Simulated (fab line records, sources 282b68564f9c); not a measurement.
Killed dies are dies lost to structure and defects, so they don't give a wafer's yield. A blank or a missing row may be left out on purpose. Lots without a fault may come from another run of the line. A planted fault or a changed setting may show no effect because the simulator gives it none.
fab line records | flow rit_cmos | part 2 of 2: steps 38 to 43 of 43
record lots=6 wafers=18 last_day=8
route steps=202 shown SDANNEAL@156 PSD@157 NSD@158 PLDD@159 NLDD@160 SILICIDE@161 CONTACT@168 M1@184
lots that met no fault: from a run of the same line without faults
start_h: hours from the record's first day to the start of the lot's first wafer shown | wait_h: hours since the lot's step before | " the same as in the row above | L1.1+2: a row that stands for several wafers | - no value, or no start given | * or withheld: withheld | < > ~ a bound
route shown NAME@n: a module of which the file shows steps, and the number in the route of the first | usual: mean/standard deviation of fault-free wafers | same: alike in all rows | chamber/n: place in a boat | sites: the reading at each site | _std_site: their standard deviation | _edge_site: outer sites' mean less inner sites' | radius_mm: how far each site lies from the wafer's centre | mask NAME#n: copy n | behind: the tool/chamber that last shaped the wafer | hold: why the lot was held/for how many hours/how that ended | device: the transistor (n, p or np) that didn't switch | end of line: the same wafers' tests at the end of the route | a step without rows: its recipe alone | killed: dies lost to structure and defects at the first sort, not the wafer's yield | map: a wafer's dies, x killed, . not, _ none there
set.NAME: the setting as run; set.NAME@STEP: as run at that earlier step | model.NAME: the simulator's own value behind a step, which no gauge read
lots at some steps of the route; a table a step, a row a wafer
services: from which hour (start_h, from the record's first day; less than 0 if before it) a tool's chamber was out of use, for how many hours, and why
## steps
# step RIT_M1_CD_MEAS_09
# recipe target_cd_nm=2600
# usual cd_nm=2599.5/2.1
# columns lot.wafer tool chamber start_h wait_h cd_nm
L978.1 cd_sem-01 - 65.91 - 2599.5
L978.4 " - " " 2599.9
L978.6 " - " " 2597.1
L982.2 cd_sem-01 - 85.27 - 2599.0
L982.4 " - " " 2599.7
L982.5 " - " " 2601.2
L991.1 cd_sem-01 - 137.31 - 2600.1
L991.2 " - " " 2599.6
L991.5 " - " " 2600.4
L994.1 cd_sem-02 - 156.96 - 2595.5
L994.2 " - " " 2600.3
L994.6 " - " " 2601.9
L996.1 cd_sem-02 - 172.17 - 2600.7
L996.2 " - " " 2600.5
L996.3 " - " " 2599.6
L997.2 cd_sem-01 - 178.08 - 2598.6
L997.3 " - " " 2599.2
L997.5 " - " " 2601.2
# step RIT_M1_OVL_MEAS_10
# usual M1_OVL=0.0/1.4
# columns lot.wafer tool chamber start_h wait_h M1_OVL[nm]
L978.1 overlay-01 - 66.03 0.1 -0.6
L978.4 " - " " 0.4
L978.6 " - " " -0.5
L982.2 overlay-02 - 85.38 0.1 1.2
L982.4 " - " " -0.5
L982.5 " - " " -0.7
L991.1 overlay-02 - 137.43 0.1 0.1
L991.2 " - " " 0.4
L991.5 " - " " -1.0
L994.1 overlay-01 - 157.08 0.1 -0.6
L994.2 " - " " -0.1
L994.6 " - " " -1.1
L996.1 overlay-01 - 172.29 0.1 0.1
L996.2 " - " " -2.1
L996.3 " - " " -0.6
L997.2 overlay-02 - 178.18 0.1 -0.9
L997.3 " - " " 1.2
L997.5 " - " " 0.2
# step RIT_M1_HARDBAKE_11
# recipe resist=NOVOLAK temp_c=140 time_s=120
# step RIT_M1_METAL_ETCH_12
# recipe stop_on=SiO2 chemistry=Cl2/BCl3 target=Al time_s=165 over_etch_frac=0.5 pressure_mtorr=100 target_depth_a=6000 rf_w=250 Cl2_flow_sccm=60 bcl3_flow_sccm=50
# usual drypump_motor_current_A=5.71/0.26 oes_product_au=0.781/0.011 throttle_valve_pct=8.26/0.13
# columns lot.wafer tool chamber start_h wait_h drypump_motor_current_A oes_product_au rf_hours_counter_h throttle_valve_pct model.SiO2_of_CONTACT_CVD_00.thk_nm
L978.1 rie_metal-03 1 66.32 0.2 5.81 0.775 0.6 8.33 365.8
L978.4 " 1 " " 5.80 0.782 - 8.33 370.4
L978.6 " 0 " " 5.18 0.766 - 8.44 369.7
L982.2 rie_metal-01 0 85.76 0.2 5.85 0.798 4.3 8.24 354.9
L982.4 " 1 " " 5.58 0.777 - 8.11 362.7
L982.5 " 0 " " 5.83 0.795 - 8.26 372.8
L991.1 rie_metal-01 1 137.72 0.2 5.59 0.776 4.9 8.13 364.6
L991.2 " 0 " " 5.85 0.776 4.9 8.25 366
L991.5 " 1 " " 5.62 0.788 - 8.11 372.6
L994.1 rie_metal-01 0 157.36 0.2 5.88 0.785 5.0 8.25 365.4
L994.2 " 0 " " 5.92 0.778 - 8.24 363.7
L994.6 " 0 " " 5.90 0.797 - 8.26 377.4
L996.1 rie_metal-03 1 172.66 0.2 5.81 0.792 2.0 8.32 361.4
L996.2 " 1 " " 5.80 0.788 - 8.33 365.9
L996.3 " 1 " " 5.82 0.801 - 8.35 366.3
L997.2 rie_metal-02 1 178.46 0.2 6.04 0.792 3.8 8.08 365.4
L997.3 " 0 " " 5.39 0.768 - 8.40 361.7
L997.5 " 0 " " 5.41 0.763 - 8.38 372.4
# step RIT_M1_STRIP_13
# recipe chemistry=nmp resist=NOVOLAK temp_c=80 time_s=600 dry=n2_spin
# step RIT_M1_PROBE_99
# usual killed_at_contacts=0.0/0.22 killed_at_front_end=6.6/2.7 killed_dies=6.7/2.7 killed_open=3.4/2 killed_short=3.2/1.8
# same gross_dies=264 killed_at_M0_to_M3=0 killed_at_M4_up=0 killed_at_back_side=0 killed_at_other=0
# columns lot.wafer tool chamber start_h wait_h killed_at_contacts killed_at_front_end killed_dies killed_open killed_short
L978.1 prober-01 - 69.74 0.1 0 4 4 2 2
L978.4 prober-01 - 69.89 0.2 0 8 8 4 4
L978.6 prober-01 - 69.99 0.2 0 7 7 5 2
L991.1 prober-02 - 139.97 0.1 0 13 13 6 5
L991.2 prober-02 - 140.02 0.1 0 6 6 2 2
L991.5 prober-02 - 140.17 0.2 0 7 7 1 5
L994.1 prober-01 - 159.78 0.1 1 5 6 4 2
L994.2 prober-01 - 159.83 0.1 0 4 4 1 3
L994.6 prober-01 - 160.03 0.2 0 8 8 5 3
L996.1 prober-01 - 175.09 0.1 0 7 7 5 2
L996.2 prober-01 - 175.14 0.1 0 9 9 4 5
L996.3 prober-01 - 175.19 0.2 0 15 15 9 6
L997.2 prober-01 - 181.72 0.1 0 6 6 2 4
L997.3 prober-01 - 181.77 0.2 0 2 2 2 0
L997.5 prober-01 - 181.87 0.2 0 4 4 2 2
# killed by level:class
L978.1 FOX1:geometric_particle:open=1 GATE:geometric_particle:short=1 SPACER:geometric_particle:short=1 SPACER:geometric_particle:open=1
L978.4 FOX1:geometric_particle:short=3 GATE:geometric_particle:open=3 FOX1:geometric_particle:open=1 GATE:geometric_particle:short=1
L978.6 FOX1:geometric_particle:open=2 FOX1:geometric_particle:short=1 GATE:geometric_particle:open=1 REOX:geometric_particle:open=1 REOX:geometric_particle:short=1 SPACER:geometric_particle:open=1
L991.1 GATE:geometric_particle:short=2 GATE:geometric_particle:open=2 REOX:geometric_particle:open=2 SPACER:geometric_particle:short=2 PSD:coat_microbubble_printed=2 FOX1:geometric_particle:open=1 FOX2:geometric_particle:short=1 SPACER:geometric_particle:open=1
L991.2 PSD:coat_microbubble_printed=2 FOX1:geometric_particle:short=1 GATE:geometric_particle:short=1 GATE:geometric_particle:open=1 REOX:geometric_particle:open=1
L991.5 SPACER:geometric_particle:short=3 GATE:geometric_particle:short=2 GATE:geometric_particle:open=1 PSD:coat_microbubble_printed=1
L994.1 GATE:geometric_particle:open=2 FOX1:geometric_particle:open=1 REOX:geometric_particle:short=1 REOX:geometric_particle:open=1 CONTACT:geometric_particle:short=1
L994.2 FOX1:geometric_particle:short=1 FOX2:geometric_particle:short=1 GATE:geometric_particle:open=1 SPACER:geometric_particle:short=1
L994.6 REOX:geometric_particle:open=2 SILICIDE:geometric_particle:open=2 FOX1:geometric_particle:short=1 FOX1:geometric_particle:open=1 FOX2:geometric_particle:short=1 GATE:geometric_particle:short=1
L996.1 GATE:geometric_particle:open=3 FOX2:geometric_particle:open=1 GATE:geometric_particle:short=1 SPACER:geometric_particle:short=1 SILICIDE:geometric_particle:open=1
L996.2 GATE:geometric_particle:open=3 REOX:geometric_particle:short=2 FOX1:geometric_particle:short=1 GATE:geometric_particle:short=1 SPACER:geometric_particle:short=1 SPACER:geometric_particle:open=1
L996.3 GATE:geometric_particle:open=5 GATE:geometric_particle:short=2 SPACER:geometric_particle:open=2 SILICIDE:geometric_particle:short=2 FOX2:geometric_particle:open=1 REOX:geometric_particle:open=1 REOX:geometric_particle:short=1 SPACER:geometric_particle:short=1
L997.2 SPACER:geometric_particle:short=2 FOX2:geometric_particle:short=1 GATE:geometric_particle:open=1 SPACER:geometric_particle:open=1 SILICIDE:geometric_particle:short=1
L997.3 GATE:geometric_particle:open=1 SILICIDE:geometric_particle:open=1
L997.5 FOX1:geometric_particle:open=1 GATE:geometric_particle:open=1 GATE:geometric_particle:short=1 SPACER:geometric_particle:short=1
## services
# columns tool chamber start_h hours kind
pvd_sputter-03 - 41.38 1.9 repair
pecvd-03 - 46.82 2.8 pm
pvd_sputter-01 - 54.47 1.4 repair
rie_diel-03 2 55.07 1.8 repair
rie_diel-02 3 55.30 32.9 repair
pvd_sputter-02 - 69.82 12.5 repair
pvd_sputter-02 - 73.31 4.8 repair
rie_diel-03 1 81.68 - clean
rie_diel-03 1 81.68 24.8 scheduled_down
rie_diel-03 1 81.68 24.8 vent_cycle
rie_diel-02 0 89.08 2.4 repair
rie_metal-01 - 90.10 0.4 repair
pvd_sputter-03 - 117.07 1.3 repair
pvd_sputter-01 - 125.82 12.2 repair
rie_metal-02 - 125.88 1.9 repair
pecvd-02 - 131.53 1.4 repair
pvd_sputter-01 - 145.75 1.8 repair
rie_metal-01 1 153.16 5.3 repair
rie_metal-01 - 166.61 0.3 repair
## key
first_sign none at tools or gauges
model_effect step=RIT_CONTACT_CVD_00 value=SiO2_of_CONTACT_CVD_00.thk_nm without=395.7 struck=405.3
model_effect step=RIT_CONTACT_ETCH_11 value=etch.depth_nm without=395.7 struck=405.3
model_effect step=RIT_M1_METAL_ETCH_12 value=SiO2_of_CONTACT_CVD_00.thk_nm without=358.7 struck=368.3
met_at RIT_CONTACT_CVD_00
struck_wafers L991.1,L991.2,L991.5,L994.1,L994.2,L994.6
tester_left_out L991,L994
onset_between 81.52 133.44
fault kind=process_parameter_drift tool=pecvd-01 chamber=- onset_h=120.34 steps=RIT_CONTACT_CVD_00 channel=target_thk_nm offset=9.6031 shape=step end_h=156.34 stated=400
# tester_left_out: of these lots the tester's yield and bins aren't shown, on N5 and GAA mostly nor the transistor test; their killed dies are dies lost to structure and defects alone, not to doping, threshold or leakage, so they don't give the yield
